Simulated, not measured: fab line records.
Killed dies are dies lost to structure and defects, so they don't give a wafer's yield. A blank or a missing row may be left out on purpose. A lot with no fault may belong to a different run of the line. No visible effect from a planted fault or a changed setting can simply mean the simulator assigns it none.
fab line records | flow berkeley-cmos170
record: lots: 14 wafers: 42 last-day: 11
route steps=331 shown NWELL@16 PSD@183 NSD@207 SILICIDE@214
lots that met no fault: from a run of the same line without faults
start-h: the number of hours between the record's first day and the start of the first shown wafer of the lot | wait-h: time in hours since the lot's previous step | " identical to the entry in the row above | L1.1+2: a row that stands for several wafers | - no value, or no start was given | * or withheld: withheld | < > ~ a bound
route shown NAME@n: a module of which the file shows steps, and the number in the route of the first | usual: mean/standard deviation taken from wafers without a fault | same: alike in all rows | chamber/n: place in a boat | sites: the reading at each site | _std_site: the standard deviation of these | _edge_site: inner sites' mean taken away from outer sites' mean | radius-mm: how far each site lies from the wafer's centre | mask NAME#n: copy n | behind: the most recent tool/chamber to have shaped the wafer | hold: what put the lot on hold/how long, in hours/how the hold closed | device: the n, p or np transistor that did not switch | end of line: tests run on the same wafers once the route is complete | a step with no rows: only its recipe | killed: the dies lost at the first sort to structure and to defects; this is not the yield of the wafer | map: a wafer's dies, marking killed ones x, the rest . and places with no die _
set.NAME: the setting as run; set.NAME@STEP: as run at that earlier step | model.NAME: the simulator's own value behind a step, which no gauge read
one table for each step of the route and one row for each wafer, over a sample of lots
services: a tool's chamber out of use, with start hour (start-h, from the record's first day; less than 0 if before it), hours out, and reason
== steps ==
step: UCB170_NWELL_THK_MEAS_02
recipe: reads: SiO2_of_NWELL_OXIDATION_01
usual: NWELL_OXIDE_THK: 26.6/0.47
columns lot.wafer tool chamber start-h wait-h NWELL_OXIDE_THK[nm]
L464.2 film-metro-03 - 31.09 0.0 26.1
L464.3 " - " " 26.7
L464.4 " - " " 26.4
L466.1 film-metro-02 - 41.13 0.0 26.3
L466.2 " - " " 25.8
L466.6 " - " " 25.8
L467.2 film-metro-01 - 45.48 0.0 26.6
L467.4 " - " " 26.9
L467.6 " - " " 26.8
L470.2 film-metro-03 - 51.58 0.0 26.1
L470.3 " - " " 26.1
L470.4 " - " " 26.4
L472.2 film-metro-02 - 64.53 0.0 26.8
L472.3 " - " " 27.0
L472.4 " - " " 27.1
L475.1 film-metro-02 - 78.25 0.0 27.3
L475.4 " - " " 26.6
L475.5 " - " " 27.1
L477.1 film-metro-02 - 99.77 0.0 27.2
L477.2 " - " " 26.8
L477.5 " - " " 26.8
L478.1 film-metro-03 - 99.77 0.0 27.1
L478.2 " - " " 26.8
L478.6 " - " " 27.0
L479.1 film-metro-01 - 105.37 0.0 26.3
L479.3 " - " " 26.6
L479.4 " - " " 26.2
L481.2 film-metro-03 - 105.38 0.0 26.9
L481.3 " - " " 26.8
L481.5 " - " " 26.8
L483.1 film-metro-02 - 122.99 0.0 26.2
L483.2 " - " " 26.5
L483.4 " - " " 26.3
L485.2 film-metro-02 - 130.25 0.0 26.7
L485.4 " - " " 27.3
L485.6 " - " " 26.6
L486.4 film-metro-02 - 133.29 0.0 26.7
L486.5 " - " " 26.7
L486.6 " - " " 26.7
L487.1 film-metro-03 - 137.45 0.0 26.2
L487.3 " - " " 26.0
L487.4 " - " " 26.1
step: UCB170_PSD_IMPLANT_08
recipe: species: B dose-cm2: 3e+15 energy-kev: 20 tilt-deg: 7
columns lot.wafer tool chamber start-h wait-h
L464.2+3+4 implanter-03 0 145.45 0.0
L466.1+2+6 implanter-02 0 152.87 0.0
L470.2+3+4 implanter-03 0 162.07 0.0
L467.2+4+6 implanter-04 0 164.22 0.0
L472.2+3+4 implanter-02 0 170.37 0.0
L475.1+4+5 implanter-03 0 184.61 0.0
L478.1+2+6 implanter-02 0 202.99 0.0
L477.1+2+5 implanter-03 0 203.30 0.0
L481.2+3+5 implanter-02 0 210.60 0.0
L479.1+3+4 implanter-04 0 210.72 0.0
L483.1+2+4 implanter-02 0 236.12 0.0
L485.2+4+6 implanter-04 0 236.26 0.0
L486.4+5+6 implanter-02 0 236.67 0.1
L487.1+3+4 implanter-02 0 245.98 0.0
step: UCB170_SDANNEAL_RS_MEAS_02
recipe: thk-meas-gauge: four-point-probe
usual: PSD_RS: 75.6/0.3
columns lot.wafer tool chamber start-h wait-h hold PSD_RS[ohm/sq]
L464.2 film-metro-02 - 152.97 0.1 - 76.1
L464.3 " - " " - 76.0
L464.4 " - " " - 76.2
L466.1 film-metro-02 - 159.44 0.0 - 75.6
L466.2 " - " " - 75.6
L466.6 " - " " - 75.9
L470.2 film-metro-02 - 166.13 0.1 - 75.8
L470.3 " - " " - 75.8
L470.4 " - " " - 75.3
L467.2 film-metro-04 - 167.28 0.1 - 74.9
L467.4 " - " " - 75.7
L467.6 " - " " - 75.1
L472.2 film-metro-01 - 174.25 0.1 - 75.9
L472.3 " - " " - 75.5
L472.4 " - " " - 75.7
L475.1 film-metro-01 - 191.04 0.0 await-dispo/0.2h/release 76.2
L475.4 " - " " await-dispo/0.2h/release 76.7
L475.5 " - " " await-dispo/0.2h/release 76.9
L475.1 film-metro-01 - 191.40 0.3 - 76.2
L475.4 " - " " - 76.8
L475.5 " - " " - 76.8
L478.1 film-metro-02 - 206.55 0.0 - 75.1
L478.2 " - " " - 75.4
L478.6 " - " " - 75.3
L477.1 film-metro-01 - 206.57 0.1 - 76.6
L477.2 " - " " - 76.7
L477.5 " - " " - 76.8
L481.2 film-metro-02 - 215.01 0.1 - 75.7
L481.3 " - " " - 75.7
L481.5 " - " " - 75.9
L479.1 film-metro-01 - 215.20 0.2 - 75.6
L479.3 " - " " - 75.5
L479.4 " - " " - 75.3
L483.1 film-metro-01 - 239.83 0.0 - 75.6
L483.2 " - " " - 75.6
L483.4 " - " " - 75.7
L485.2 film-metro-04 - 240.30 0.1 - 75.9
L485.4 " - " " - 75.9
L485.6 " - " " - 75.6
L486.4 film-metro-04 - 240.89 0.1 - 75.5
L486.5 " - " " - 75.8
L486.6 " - " " - 75.5
L487.1 film-metro-01 - 249.12 0.0 - 75.9
L487.3 " - " " - 75.9
L487.4 " - " " - 75.9
step: UCB170_SDANNEAL_RS_MEAS_03
recipe: thk-meas-gauge: four-point-probe
usual: NSD_RS: 37.33/0.083
columns lot.wafer tool chamber start-h wait-h NSD_RS[ohm/sq]
L464.2 film-metro-02 - 153.09 0.1 37.29
L464.3 " - " " 37.28
L464.4 " - " " 37.29
L466.1 film-metro-02 - 159.56 0.1 37.38
L466.2 " - " " 37.42
L466.6 " - " " 37.40
L470.2 film-metro-02 - 166.25 0.1 37.33
L470.3 " - " " 37.28
L470.4 " - " " 37.35
L467.2 film-metro-04 - 167.40 0.1 37.29
L467.4 " - " " 37.29
L467.6 " - " " 37.24
L472.2 film-metro-01 - 174.37 0.1 37.39
L472.3 " - " " 37.53
L472.4 " - " " 37.41
L475.1 film-metro-01 - 191.52 0.1 37.34
L475.4 " - " " 37.27
L475.5 " - " " 37.30
L478.1 film-metro-02 - 206.67 0.1 37.28
L478.2 " - " " 37.37
L478.6 " - " " 37.39
L477.1 film-metro-01 - 206.69 0.1 37.35
L477.2 " - " " 37.37
L477.5 " - " " 37.38
L481.2 film-metro-02 - 215.13 0.1 37.24
L481.3 " - " " 37.26
L481.5 " - " " 37.19
L479.1 film-metro-01 - 215.32 0.1 37.34
L479.3 " - " " 37.35
L479.4 " - " " 37.37
L483.1 film-metro-01 - 239.95 0.1 37.46
L483.2 " - " " 37.56
L483.4 " - " " 37.36
L485.2 film-metro-04 - 240.42 0.1 37.35
L485.4 " - " " 37.33
L485.6 " - " " 37.28
L486.4 film-metro-04 - 241.01 0.1 37.21
L486.5 " - " " 37.17
L486.6 " - " " 37.28
L487.1 film-metro-01 - 249.24 0.1 37.38
L487.3 " - " " 37.43
L487.4 " - " " 37.40
step: UCB170_SILICIDE_RTA_04
recipe: temp-c: 650 time-s: 15 ambient: N2
usual: lamp-power-pct: 11.2/0.86 wafer_temp_C_max: 653.6/1.2
columns lot.wafer tool chamber start-h wait-h lamp-power-pct wafer_temp_C_max
L464.2 rtp-anneal-02 0 153.72 0.1 11.9 652.8
L464.3 " 0 " " 11.9 652.0
L464.4 " 0 " " 12.0 652.5
L466.1 rtp-anneal-01 0 160.20 0.1 10.2 655.2
L466.2 " 0 " " 10.2 653.9
L466.6 " 0 " " 10.2 654.3
L470.2 rtp-anneal-02 0 166.88 0.1 11.9 653.2
L470.3 " 0 " " 11.9 652.2
L470.4 " 0 " " 11.9 651.9
L467.2 rtp-anneal-01 0 168.03 0.1 10.2 654.5
L467.4 " 0 " " 10.2 655.7
L467.6 " 0 " " 10.2 655.2
L472.2 rtp-anneal-01 0 175.00 0.1 10.2 652.6
L472.3 " 0 " " 10.2 655.2
L472.4 " 0 " " 10.2 655.5
L475.1 rtp-anneal-02 0 192.46 0.1 11.9 653.6
L475.4 " 0 " " 11.9 653.1
L475.5 " 0 " " 11.9 652.6
L478.1 rtp-anneal-01 0 207.31 0.1 10.2 654.7
L478.2 " 0 " " 10.2 654.9
L478.6 " 0 " " 10.2 654.7
L477.1 rtp-anneal-02 0 207.33 0.1 11.9 653.0
L477.2 " 0 " " 11.9 653.4
L477.5 " 0 " " 11.9 652.9
L481.2 rtp-anneal-02 0 215.76 0.1 11.9 652.8
L481.3 " 0 " " 11.9 652.6
L481.5 " 0 " " 11.9 652.3
L479.1 rtp-anneal-01 0 215.96 0.1 10.2 654.5
L479.3 " 0 " " 10.2 655.4
L479.4 " 0 " " 10.2 654.9
L483.1 rtp-anneal-02 0 240.59 0.1 11.9 652.6
L483.2 " 0 " " 11.9 653.3
L483.4 " 0 " " 12.0 653.3
L485.2 rtp-anneal-01 0 241.05 0.1 10.2 655.4
L485.4 " 0 " " 10.2 653.6
L485.6 " 0 " " 10.2 654.2
L486.4 rtp-anneal-01 0 241.63 0.1 10.2 655.5
L486.5 " 0 " " 10.2 654.1
L486.6 " 0 " " 10.2 655.5
L487.1 rtp-anneal-02 0 249.89 0.1 11.9 653.1
L487.3 " 0 " " 11.9 653.2
L487.4 " 0 " " 11.9 652.3
== services ==
columns tool chamber start-h hours kind
implanter-03 - 181.93 2.5 repair
implanter-04 - 189.66 1.8 repair
implanter-02 - 232.77 2.1 repair
implanter-04 - 240.38 1.9 pm
== key ==
first-sign: step: UCB170_SDANNEAL_RS_MEAS_02 reading: visit direction: added
effect: step: UCB170_SDANNEAL_RS_MEAS_02 reading: PSD_RS direction: up sigmas: 3.3 usual: 75.6 struck: 76.6
met-at UCB170_PSD_IMPLANT_08
struck-lots L475,L477
tester-left-out L475,L477
not-acting-at UCB170_NWELL_THK_MEAS_02,UCB170_SDANNEAL_RS_MEAS_03,UCB170_SILICIDE_RTA_04
onset-between 162.07 184.61
fault: kind: process-parameter-drift tool: implanter-03 chamber: - onset-h: 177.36 steps: UCB170_PSD_IMPLANT_08 channel: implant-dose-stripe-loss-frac offset: 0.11 shape: step end-h: 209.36
tester-left-out: of these lots the tester's yield and bins aren't shown, on N5 and GAA mostly nor the transistor test; their killed dies are dies lost to structure and defects alone, not to doping, threshold or leakage, so they don't give the yield
